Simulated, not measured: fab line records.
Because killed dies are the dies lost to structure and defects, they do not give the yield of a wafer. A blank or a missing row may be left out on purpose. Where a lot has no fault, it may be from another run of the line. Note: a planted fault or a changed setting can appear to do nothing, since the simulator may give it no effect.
Split-lot trial -- flow berkeleyCmos170 -- 23 wafers read from 5 lots, route of 331 steps

ON THE SPLIT
At UCB170_M1_SPUTTER_00 (material Al, target thk 600 nm, time 80 s), the setting timeS was moved away from the recipe's 80 s on 9 of the 23 wafers read, by -14.7% to +8.9%. For the rest of the wafers, this setting stayed at what the recipe calls for.

FROM THE SPLIT TO THE READING: what the file shows between them, 7 steps
- UCB170_M1_RS_MEAS_01: measures by four-point-probe
- UCB170_M1_THK_MEAS_02: measures by xrf
- UCB170_M1_EXPOSE_06: exposes mask METAL1, target cd 700 nm (also split here: doseMj)
- UCB170_M1_PEB_07
- UCB170_M1_DEVELOP_08: develop time 45 s
- UCB170_M1_CD_MEAS_09: target cd 700 nm
- UCB170_M1_ETCH_11: etches BARC in N2/H2 (also split here: sourceW)

THE READING
oesProductAu, in a.u., at UCB170_M1_METAL_ETCH_12 (etches Al in Cl2/BCl3, stops on PSG, target depth 780 nm, time 130 s). A value of 0.862 a.u. with a standard deviation of 0.016 a.u. is what fault-free wafers of this fab line usually give.

wafer,"tool, chamber at the split","timeS as run, s",against the recipe,"oesProductAu, a.u.",against lot-mates on the recipe
L076.3,"pvdSputter-01, -",80,recipe,0.880,-
L076.4,"pvdSputter-01, -",80,recipe,0.874,-
L076.6,"pvdSputter-01, -",80,recipe,0.869,-
L078.1,"pvdSputter-02, -",85.3,+6.6%,0.856,+0.013
L078.2,"pvdSputter-02, -",80,recipe,0.844,-
L078.4,"pvdSputter-02, -",85.3,+6.6%,0.866,+0.023
L078.5,"pvdSputter-02, -",80,recipe,0.843,-
L078.6,"pvdSputter-02, -",80,recipe,0.843,-
L079.1,"pvdSputter-04, -",80,recipe,0.883,-
L079.2,"pvdSputter-04, -",87.09,+8.9%,0.890,+0.015
L079.3,"pvdSputter-04, -",87.09,+8.9%,0.940,+0.065
L079.5,"pvdSputter-04, -",80,recipe,0.863,-
L079.6,"pvdSputter-04, -",80,recipe,0.879,-
L080.1,"pvdSputter-01, -",68.26,-14.7%,0.790,-0.081
L080.2,"pvdSputter-01, -",80,recipe,0.874,-
L080.3,"pvdSputter-01, -",80,recipe,0.868,-
L080.5,"pvdSputter-01, -",68.26,-14.7%,0.779,-0.092
L080.6,"pvdSputter-01, -",68.26,-14.7%,0.803,-0.068
L083.2,"pvdSputter-01, -",80,recipe,0.867,-
L083.3,"pvdSputter-01, -",80,recipe,0.870,-
L083.4,"pvdSputter-01, -",80,recipe,0.855,-
L083.5,"pvdSputter-01, -",73.3,-8.4%,0.814,-0.050
L083.6,"pvdSputter-01, -",73.3,-8.4%,0.826,-0.038

FIT RESULTS
A straight line over all 23 wafers: oesProductAu changes by +0.00461 a.u. for each +1% of timeS; r = +0.87; the points scatter about the line by 0.018 a.u.
The same after taking each lot's own level away (the mean of its wafers on the recipe; 23 wafers): +0.00498 a.u. for each +1%; r = +0.95; scatter 0.011 a.u.
Per that fit: largest timeS move, reading shift of 0.073 a.u.
The span of the lots' own levels, 0.8433 to 0.8750 a.u., comes to 2.0 times the standard deviation stated above.
The two slopes are in agreement: the lot-to-lot level therefore moves the slope only a little.
Check: -0.0744 a.u. against its lot-mates is what the line predicts for one of the wafers moved furthest among these (-14.7%) when that wafer is left out of the fit. Against them it came out at -0.081 a.u.

FURTHER SPLITS ON THESE WAFERS
These wafers also went through other splits before the reading. Each is held against what the fit with the lots' levels taken away leaves over:
other split on the same wafers,wafers away from the commonest value,r with oesProductAu (lot level and that fit taken away)
UCB170_CONTACT_CVD_01 sih4FlowSccm,15,+0.04
UCB170_M1_EXPOSE_06 doseMj,10,+0.01
UCB170_M1_ETCH_11 sourceW,11,+0.02

THE WHOLE CHAIN: every reading that the file lists as answering this split, in the file's order
step,what it does,reading,change (the file's fit),r (the file's)
UCB170_M1_SPUTTER_00,"material Al, target thk 600 nm, time 80 s","Al_of_M1_SPUTTER_00.thkNm (the simulator's own value, which no gauge read)",+5.67 nm for each +1% of the setting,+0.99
UCB170_M1_RS_MEAS_01,measures by four-point-probe,M1_AL_RS,-0.000501 for each +1% of the setting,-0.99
UCB170_M1_THK_MEAS_02,measures by xrf,M1_AL_THK,+5.84 for each +1% of the setting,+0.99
UCB170_M1_METAL_ETCH_12,"etches Al in Cl2/BCl3, stops on PSG, target depth 780 nm, time 130 s",oesProductAu,+0.00494 a.u. for each +1% of the setting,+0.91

THE FILE'S OWN FIT
oesProductAu changes by +0.00494 a.u. for each +1% of timeS, r = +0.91.
